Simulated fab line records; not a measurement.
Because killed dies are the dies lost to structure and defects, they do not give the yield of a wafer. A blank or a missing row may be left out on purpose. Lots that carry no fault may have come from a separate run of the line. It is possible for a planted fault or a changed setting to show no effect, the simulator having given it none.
fab line records	flow ritCmos
[record] lots = 6	wafers = 18	lastDay = 8
route steps=202 shown PLDD@159 NLDD@160 SILICIDE@161 CONTACT@168 M1@202
lots that met no fault: taken from a fault-free run of the same line
startH: start of the lot's first displayed wafer, in hours after the record's first day	waitH: hours since the lot's step before	" repeats the value in the row above	L1.1+2: a single row standing in for several wafers	- no value, or no start was given	* or withheld: withheld	< > ~ a bound
route shown NAME@n: NAME is a module with steps in the file, n the number in the route of the first one	usual: mean and standard deviation over wafers with no fault	same: alike in all rows	chamber/n: place in a boat	sites: each site's reading	_std_site: standard deviation of those values	_edge_site: the outer-site mean with the inner-site mean subtracted	radiusMm: how far each site lies from the wafer's centre	mask NAME#n: copy n	behind: tool/chamber where the wafer was last shaped	hold: the reason the lot was held/the length of the hold in hours/how it ended	device: the n, p or np transistor that did not switch	end of line: the route-end tests of the same wafers	a step given without rows: its recipe and nothing more	killed: count of dies lost to structure and defects at first sort (not the wafer's yield)	map: a wafer's dies, marking killed ones x, the rest . and places with no die _
set.NAME: the setting that was run; set.NAME@STEP: the one run at that earlier step	model.NAME: the simulator's own value behind a step, which no gauge read
a table for each step, a row for each wafer; lots at some steps of the route
services: from which hour (startH, from the record's first day; less than 0 if before it) a tool's chamber was out of use, for how many hours, and why
[[steps]]
[step RIT_SDANNEAL_RS_MEAS_06]
[recipe] thkMeasGauge = four-point-probe
[usual] PLDD_RS = 178.4/0.39
lot.wafer	tool	chamber	startH	waitH	PLDD_RS[ohm/sq]
L188.1	filmMetro-03	-	60.83	0.1	178.0
L188.3	"	-	"	"	178.3
L188.5	"	-	"	"	178.1
L190.1	filmMetro-04	-	62.80	0.1	177.6
L190.2	"	-	"	"	178.3
L190.6	"	-	"	"	178.2
L200.1	filmMetro-03	-	117.31	0.1	178.4
L200.4	"	-	"	"	178.6
L200.6	"	-	"	"	178.7
L201.2	filmMetro-01	-	119.44	0.1	178.5
L201.4	"	-	"	"	178.4
L201.6	"	-	"	"	178.8
L205.3	filmMetro-04	-	137.77	0.1	178.3
L205.4	"	-	"	"	178.6
L205.6	"	-	"	"	178.7
L211.1	filmMetro-01	-	179.02	0.1	178.6
L211.2	"	-	"	"	178.6
L211.4	"	-	"	"	178.7
[step RIT_SDANNEAL_RS_MEAS_07]
[recipe] thkMeasGauge = four-point-probe
[usual] NLDD_RS = 151.3/0.53
lot.wafer	tool	chamber	startH	waitH	NLDD_RS[ohm/sq]
L188.1	filmMetro-03	-	60.95	0.1	151.2
L188.3	"	-	"	"	150.7
L188.5	"	-	"	"	150.9
L190.1	filmMetro-04	-	62.92	0.1	152.7
L190.2	"	-	"	"	152.0
L190.6	"	-	"	"	152.6
L200.1	filmMetro-03	-	117.43	0.1	151.6
L200.4	"	-	"	"	151.7
L200.6	"	-	"	"	151.5
L201.2	filmMetro-01	-	119.56	0.1	151.4
L201.4	"	-	"	"	151.7
L201.6	"	-	"	"	152.0
L205.3	filmMetro-04	-	137.89	0.1	151.9
L205.4	"	-	"	"	151.6
L205.6	"	-	"	"	151.4
L211.1	filmMetro-01	-	179.14	0.1	150.4
L211.2	"	-	"	"	150.7
L211.4	"	-	"	"	151.1
[step RIT_SILICIDE_WET_ETCH_00]
[recipe] chemistry = BOE	target = SiO2	targetDepthNm = 14	timeS = 15	dry = n2Spin	dilution = 10:1	tempC = 21.5
[step RIT_SILICIDE_SPUTTER_01]
[recipe] material = Ti	targetThkNm = 30	powerW = 350	chamberPressurePa = 0.667	gas = Ar	timeS = 240	substrateTempC = 25
[usual] throttleValvePct = 30.3/0.82
lot.wafer	tool	chamber	startH	waitH	throttleValvePct
L188.1	pvdSputter-01	-	61.09	0.0	30.7
L188.3	"	-	"	"	30.4
L188.5	"	-	"	"	31.7
L190.1	pvdSputter-01	-	63.05	0.0	30.7
L190.2	"	-	"	"	29.7
L190.6	"	-	"	"	29.5
L200.1	pvdSputter-01	-	117.58	0.0	30.2
L200.4	"	-	"	"	29.6
L200.6	"	-	"	"	30.5
L201.2	pvdSputter-04	-	119.67	0.0	29.1
L201.4	"	-	"	"	30.7
L201.6	"	-	"	"	30.4
L205.3	pvdSputter-04	-	137.99	0.0	31.5
L205.4	"	-	"	"	29.1
L205.6	"	-	"	"	30.6
L211.1	pvdSputter-03	-	179.27	0.0	29.5
L211.2	"	-	"	"	30.1
L211.4	"	-	"	"	29.9
[step RIT_SILICIDE_RS_MEAS_02]
[recipe] thkMeasGauge = four-point-probe	reads = Ti_of_SILICIDE_SPUTTER_01
[usual] SILICIDE_TI_RS = 47.6/0.93
lot.wafer	tool	chamber	startH	waitH	SILICIDE_TI_RS[ohm/sq]
L188.1	filmMetro-04	-	61.24	0.1	46.8
L188.3	"	-	"	"	46.8
L188.5	"	-	"	"	46.4
L190.1	filmMetro-04	-	63.20	0.1	46.7
L190.2	"	-	"	"	48.8
L190.6	"	-	"	"	49.2
L200.1	filmMetro-02	-	117.73	0.1	46.0
L200.4	"	-	"	"	47.6
L200.6	"	-	"	"	46.2
L201.2	filmMetro-04	-	119.84	0.1	48.7
L201.4	"	-	"	"	48.7
L201.6	"	-	"	"	49.5
L205.3	filmMetro-03	-	138.18	0.1	47.9
L205.4	"	-	"	"	47.6
L205.6	"	-	"	"	48.0
L211.1	filmMetro-02	-	179.42	0.1	47.4
L211.2	"	-	"	"	47.5
L211.4	"	-	"	"	47.4
[step RIT_SILICIDE_THK_MEAS_03]
[recipe] thkMeasGauge = xrf	reads = Ti_of_SILICIDE_SPUTTER_01
[usual] SILICIDE_TI_THK = 30.6/0.48
lot.wafer	tool	chamber	startH	waitH	SILICIDE_TI_THK[nm]
L188.1	filmMetro-04	-	61.36	0.1	30.8
L188.3	"	-	"	"	30.8
L188.5	"	-	"	"	31.2
L190.1	filmMetro-04	-	63.32	0.1	30.9
L190.2	"	-	"	"	30.0
L190.6	"	-	"	"	29.7
L200.1	filmMetro-02	-	117.85	0.1	31.4
L200.4	"	-	"	"	30.4
L200.6	"	-	"	"	31.3
L201.2	filmMetro-04	-	119.95	0.1	30.0
L201.4	"	-	"	"	29.7
L201.6	"	-	"	"	29.7
L205.3	filmMetro-03	-	138.28	0.1	30.5
L205.4	"	-	"	"	30.8
L205.6	"	-	"	"	30.6
L211.1	filmMetro-02	-	179.54	0.1	30.6
L211.2	"	-	"	"	30.6
L211.4	"	-	"	"	30.7
[step RIT_SILICIDE_RTA_04]
[recipe] tempC = 650	timeS = 10	idleTempC = 25	rampUpS = 5	rampDownS = 5	coolToC = 25	ambient = N2
[usual] wafer_temp_C_max = 652.6/0.85
lot.wafer	tool	chamber	startH	waitH	wafer_temp_C_max
L188.1	rtpAnneal-02	0	61.42	0.1	652.0
L188.3	"	0	"	"	652.0
L188.5	"	0	"	"	652.3
L190.1	rtpAnneal-02	0	63.38	0.1	651.3
L190.2	"	0	"	"	652.0
L190.6	"	0	"	"	651.9
L200.1	rtpAnneal-02	0	117.91	0.1	652.2
L200.4	"	0	"	"	652.3
L200.6	"	0	"	"	651.5
L201.2	rtpAnneal-01	0	120.01	0.1	653.6
L201.4	"	0	"	"	653.4
L201.6	"	0	"	"	652.1
L205.3	rtpAnneal-01	0	138.34	0.1	652.9
L205.4	"	0	"	"	653.6
L205.6	"	0	"	"	652.7
L211.1	rtpAnneal-01	0	179.60	0.1	653.1
L211.2	"	0	"	"	653.4
L211.4	"	0	"	"	651.9
[step RIT_SILICIDE_WET_ETCH_05]
[recipe] chemistry = SPM	target = Ti	tempC = 90	timeS = 120	dry = n2Spin
[step RIT_SILICIDE_RTA_06]
[recipe] tempC = 750	timeS = 10	idleTempC = 25	rampUpS = 5	rampDownS = 10	coolToC = 25	ambient = N2
[usual] wafer_temp_C_max = 753.4/1.1
lot.wafer	tool	chamber	startH	waitH	wafer_temp_C_max
L188.1	rtpAnneal-01	0	61.53	0.0	753.2
L188.3	"	0	"	"	753.0
L188.5	"	0	"	"	752.6
L190.1	rtpAnneal-01	0	63.50	0.0	753.8
L190.2	"	0	"	"	754.5
L190.6	"	0	"	"	752.8
L200.1	rtpAnneal-01	0	118.01	0.0	755.9
L200.4	"	0	"	"	754.2
L200.6	"	0	"	"	754.1
L201.2	rtpAnneal-02	0	120.16	0.0	752.4
L201.4	"	0	"	"	752.7
L201.6	"	0	"	"	751.8
L205.3	rtpAnneal-02	0	138.45	0.0	752.4
L205.4	"	0	"	"	752.1
L205.6	"	0	"	"	753.0
L211.1	rtpAnneal-02	0	179.71	0.0	753.1
L211.2	"	0	"	"	751.8
L211.4	"	0	"	"	752.1
[step RIT_CONTACT_CVD_00]
[recipe] material = SiO2	targetThkNm = 400	precursor = TEOS	tempC = 390	timeS = 61	rfW = 400
[usual] heaterPowerW = 306/42	rfFwdPowerW = 397.3/1.4
lot.wafer	tool	chamber	startH	waitH	heaterPowerW	rfFwdPowerW
L188.1	pecvd-01	0	61.60	0.1	304	395.9
L188.3	"	1	"	"	265	399.0
L188.5	"	2	"	"	291	396.4
L190.1	pecvd-02	2	63.56	0.1	310	398.1
L190.2	"	1	"	"	300	397.2
L190.6	"	2	"	"	311	399.2
L200.1	pecvd-01	2	118.08	0.1	311	397.9
L200.4	"	2	"	"	331	397.9
L200.6	"	0	"	"	287	395.0
L201.2	pecvd-04	1	120.21	0.0	306	397.7
L201.4	"	0	"	"	347	395.3
L201.6	"	2	"	"	282	398.0
L205.3	pecvd-02	0	138.49	0.0	340	396.9
L205.4	"	1	"	"	335	397.5
L205.6	"	2	"	"	299	397.3
L211.1	pecvd-02	2	179.78	0.1	314	394.8
L211.2	"	1	"	"	341	396.8
L211.4	"	1	"	"	345	396.1
[step RIT_CONTACT_THK_MEAS_01]
[recipe] reads = SiO2_of_CONTACT_CVD_00
[usual] CONTACT_TEOS_THK = 401/5.8
lot.wafer	tool	chamber	startH	waitH	CONTACT_TEOS_THK[nm]
L188.1	filmMetro-02	-	61.65	0.0	396
L188.3	"	-	"	"	399
L188.5	"	-	"	"	412
L190.1	filmMetro-03	-	63.61	0.0	394
L190.2	"	-	"	"	389
L190.6	"	-	"	"	403
L200.1	filmMetro-03	-	118.13	0.0	410
L200.4	"	-	"	"	416
L200.6	"	-	"	"	402
L201.2	filmMetro-03	-	120.27	0.0	403
L201.4	"	-	"	"	404
L201.6	"	-	"	"	405
L205.3	filmMetro-01	-	138.57	0.0	399
L205.4	"	-	"	"	396
L205.6	"	-	"	"	399
L211.1	filmMetro-01	-	179.83	0.0	394
L211.2	"	-	"	"	390
L211.4	"	-	"	"	399
[step RIT_CONTACT_HMDS_02]
[recipe] primeTimeS = 60	primeTempC = 140
[step RIT_CONTACT_COAT_03]
[recipe] resist = NOVOLAK	spinRpm = 3250	resistThkNm = 1000
[usual] chillPlateTempC = 22.99/0.11	dispensePressureKPa = 44.0/2.1
lot.wafer	tool	chamber	startH	waitH	chillPlateTempC	dispensePressureKPa
L188.1	lithoTrack-04	0	61.87	0.1	22.93	42.1
L188.3	"	0	"	"	22.82	42.1
L188.5	"	0	"	"	22.98	42.1
L190.1	lithoTrack-02	0	63.82	0.1	22.85	47.2
L190.2	"	0	"	"	22.99	47.2
L190.6	"	0	"	"	22.90	47.3
L200.1	lithoTrack-02	-	118.34	0.1	-	-
L200.4	"	-	"	"	-	-
L200.6	"	-	"	"	-	-
L201.2	lithoTrack-03	-	120.50	0.1	-	-
L201.4	"	-	"	"	-	-
L201.6	"	-	"	"	-	-
L205.3	lithoTrack-04	0	138.81	0.1	22.94	42.2
L205.4	"	0	"	"	22.90	42.1
L205.6	"	0	"	"	22.86	42.1
L211.1	lithoTrack-04	0	180.10	0.1	23.05	42.1
L211.2	"	0	"	"	23.06	42.1
L211.4	"	0	"	"	23.27	42.1
[step RIT_CONTACT_SOFTBAKE_04]
[recipe] resist = NOVOLAK	tempC = 90	timeS = 60
[step RIT_CONTACT_EXPOSE_05]
[recipe] maskId = M11	na = 0.6	sourceShape = conventional	sigmaOuter = 0.5	targetCdNm = 1000	doseMj = 250
[step RIT_CONTACT_PEB_06]
[recipe] resist = NOVOLAK	tempC = withheld	timeS = withheld
[step RIT_CONTACT_DEVELOP_07]
[recipe] resist = NOVOLAK	developTimeS = 120	devTempC = 23
[step RIT_CONTACT_CD_MEAS_08]
[recipe] targetCdNm = 1000
[usual] cdNm = 1000.0/2.2
lot.wafer	tool	chamber	startH	waitH	cdNm
L188.1	cdSem-02	-	62.68	-	1003.1
L188.3	"	-	"	"	1002.6
L188.5	"	-	"	"	1000.9
L190.1	cdSem-01	-	64.76	-	1000.3
L190.2	"	-	"	"	999.9
L190.6	"	-	"	"	1001.2
L200.1	cdSem-02	-	119.16	-	-
L200.4	"	-	"	"	-
L200.6	"	-	"	"	-
L201.2	cdSem-02	-	121.31	-	-
L201.4	"	-	"	"	-
L201.6	"	-	"	"	-
L205.3	cdSem-02	-	139.61	-	997.3
L205.4	"	-	"	"	998.6
L205.6	"	-	"	"	995.7
L211.1	cdSem-02	-	180.93	-	1003.4
L211.2	"	-	"	"	1005.0
L211.4	"	-	"	"	1004.0
[step RIT_CONTACT_OVL_MEAS_09]
[usual] CONTACT_OVL = -0.8/1.2
lot.wafer	tool	chamber	startH	waitH	CONTACT_OVL[nm]
L188.1	overlay-01	-	62.80	0.1	-1.9
L188.3	"	-	"	"	-2.2
L188.5	"	-	"	"	0.8
L190.1	overlay-02	-	64.88	0.1	0.1
L190.2	"	-	"	"	-0.1
L190.6	"	-	"	"	-0.1
L200.1	overlay-01	-	119.28	0.1	-
L200.4	"	-	"	"	-
L200.6	"	-	"	"	-
L201.2	overlay-02	-	121.42	0.1	-
L201.4	"	-	"	"	-
L201.6	"	-	"	"	-
L205.3	overlay-01	-	139.70	0.1	-2.0
L205.4	"	-	"	"	0.6
L205.6	"	-	"	"	-0.3
L211.1	overlay-02	-	181.05	0.1	-1.1
L211.2	"	-	"	"	-2.6
L211.4	"	-	"	"	-1.2
[step RIT_M1_PROBE_99]
[usual] killedAtContacts = 0.1/0.31	killedAtFrontEnd = 7/3	killedDies = 7/3	killedOnRim = 2.0/1.3	killedOpen = 3.8/2.1	killedShort = 3.6/1.9
[same] grossDies = 264	killed_at_M0_to_M3 = 0	killed_at_M4_up = 0	killedAtBackSide = 0	killedAtOther = 0
lot.wafer	tool	chamber	startH	waitH	killedAtContacts	killedAtFrontEnd	killedDies	killedOnRim	killedOpen	killedShort
L188.1	prober-01	-	67.86	0.1	1	5	6	1	4	2
L188.3	prober-01	-	67.96	0.2	0	11	11	2	5	6
L188.5	prober-01	-	68.06	0.2	0	3	3	0	0	3
L190.1	prober-01	-	71.19	0.1	0	8	8	1	4	4
L190.2	prober-01	-	71.24	0.1	0	7	7	1	4	3
L190.6	prober-01	-	71.44	0.2	0	5	5	1	1	4
L200.1	prober-01	-	125.09	0.1	257	7	264	70	5	2
L200.4	prober-01	-	125.24	0.2	253	11	264	70	4	7
L200.6	prober-01	-	125.34	0.2	258	6	264	70	4	2
L201.4	prober-02	-	127.31	0.2	255	9	264	70	4	3
L201.6	prober-02	-	127.41	0.2	260	4	264	70	1	2
// killed by level:class
L188.1 SPACER:geometricParticle:open=3 REOX:geometricParticle:open=1 SPACER:geometricParticle:short=1 CONTACT:geometricParticle:short=1
L188.3 GATE:geometricParticle:short=3 REOX:geometricParticle:short=3 FOX2:geometricParticle:open=1 GATE:geometricParticle:open=1 REOX:geometricParticle:open=1 SPACER:geometricParticle:open=1 SILICIDE:geometricParticle:open=1
L188.5 FOX1:geometricParticle:short=1 FOX2:geometricParticle:short=1 GATE:geometricParticle:short=1
L190.1 GATE:geometricParticle:open=3 GATE:geometricParticle:short=2 FOX1:geometricParticle:short=1 FOX1:geometricParticle:open=1 FOX2:geometricParticle:short=1
L190.2 FOX1:geometricParticle:open=2 GATE:geometricParticle:short=2 GATE:geometricParticle:open=2 REOX:geometricParticle:short=1
L190.6 FOX1:geometricParticle:short=2 SILICIDE:geometricParticle:short=2 SILICIDE:geometricParticle:open=1
L200.1 CONTACT:areaExpose=257 GATE:geometricParticle:open=3 REOX:geometricParticle:short=1 SPACER:geometricParticle:short=1 SPACER:geometricParticle:open=1 SILICIDE:geometricParticle:open=1
L200.4 CONTACT:areaExpose=253 GATE:geometricParticle:short=5 GATE:geometricParticle:open=3 FOX1:geometricParticle:open=1 FOX1:geometricParticle:short=1 REOX:geometricParticle:short=1
L200.6 CONTACT:areaExpose=258 GATE:geometricParticle:open=2 GATE:geometricParticle:short=2 FOX2:geometricParticle:open=1 SPACER:geometricParticle:open=1
L201.4 CONTACT:areaExpose=255 GATE:geometricParticle:short=3 SPACER:geometricParticle:open=2 PWELL:coatMicrobubblePrinted=2 FOX2:geometricParticle:open=1 SILICIDE:geometricParticle:open=1
L201.6 CONTACT:areaExpose=260 FOX2:geometricParticle:short=1 SPACER:geometricParticle:short=1 SILICIDE:geometricParticle:open=1 PWELL:coatMicrobubblePrinted=1
// map L200.1 (x killed, . not)
________xxxxxxx_______
_____xxxxxxxxxxxxx____
____xxxxxxxxxxxxxxx___
___xxxxxxxxxxxxxxxxx__
__xxxxxxxxxxxxxxxxxxx_
__xxxxxxxxxxxxxxxxxxx_
_xxxxxxxxxxxxxxxxxxxxx
_xxxxxxxxxxxxxxxxxxxxx
_xxxxxxxxxxxxxxxxxxxxx
_xxxxxxxxxxxxxxxxxxxxx
__xxxxxxxxxxxxxxxxxxx_
__xxxxxxxxxxxxxxxxxxx_
___xxxxxxxxxxxxxxxxx__
____xxxxxxxxxxxxxxx___
_____xxxxxxxxxxxxx____
________xxxxxxx_______
// map L201.4 (x killed, . not)
________xxxxxxx_______
_____xxxxxxxxxxxxx____
____xxxxxxxxxxxxxxx___
___xxxxxxxxxxxxxxxxx__
__xxxxxxxxxxxxxxxxxxx_
__xxxxxxxxxxxxxxxxxxx_
_xxxxxxxxxxxxxxxxxxxxx
_xxxxxxxxxxxxxxxxxxxxx
_xxxxxxxxxxxxxxxxxxxxx
_xxxxxxxxxxxxxxxxxxxxx
__xxxxxxxxxxxxxxxxxxx_
__xxxxxxxxxxxxxxxxxxx_
___xxxxxxxxxxxxxxxxx__
____xxxxxxxxxxxxxxx___
_____xxxxxxxxxxxxx____
________xxxxxxx_______
[[services]]
tool	chamber	startH	hours	kind
pvdSputter-01	-	37.99	3.0	repair
pvdSputter-03	-	55.81	3.4	repair
pvdSputter-03	-	59.01	6.0	repair
pecvd-04	-	106.70	6.0	pm
pvdSputter-03	-	107.04	37.1	repair
pvdSputter-01	-	141.84	0.8	repair
pvdSputter-01	-	153.88	5.6	repair
[[key]]
[firstSign] step = RIT_CONTACT_COAT_03	reading = toolRecord	direction = missing
[effect] step = RIT_CONTACT_CD_MEAS_08	reading = cdNm	direction = missing
[effect] step = RIT_CONTACT_OVL_MEAS_09	reading = CONTACT_OVL	direction = missing
[effect] step = RIT_M1_PROBE_99	reading = killedAtContacts	direction = up	sigmas = 99+	usual = 0.1	struck = 256.6
[moreKillsBornAt] RIT_CONTACT_EXPOSE_05@ilineStepper-02 = 1283
metAt RIT_CONTACT_COAT_03
struckWafers L200.1,L200.4,L200.6,L201.2,L201.4,L201.6
rowsEnd L201.2
laterRowsLeftOut L200.1,L200.4,L200.6,L201.4,L201.6
testerLeftOut L200,L201
onsetBetween 63.82 118.34
[fault] kind = skippedStepWhole	tool = lithoTrack-02,lithoTrack-03	chamber = -	onsetH = 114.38	steps = RIT_CONTACT_COAT_03	scope = struckLotsOnly
// testerLeftOut: of these lots the tester's yield and bins aren't shown, on N5 and GAA mostly nor the transistor test; their killed dies are dies lost to structure and defects alone, not to doping, threshold or leakage, so they don't give the yield
// laterRowsLeftOut: the simulator's readings of these wafers behind a module that went badly wrong aren't trusted and aren't shown, but for the sort
// rowsEnd: these wafers met a further fault down the route, and their rows from its step on are left out
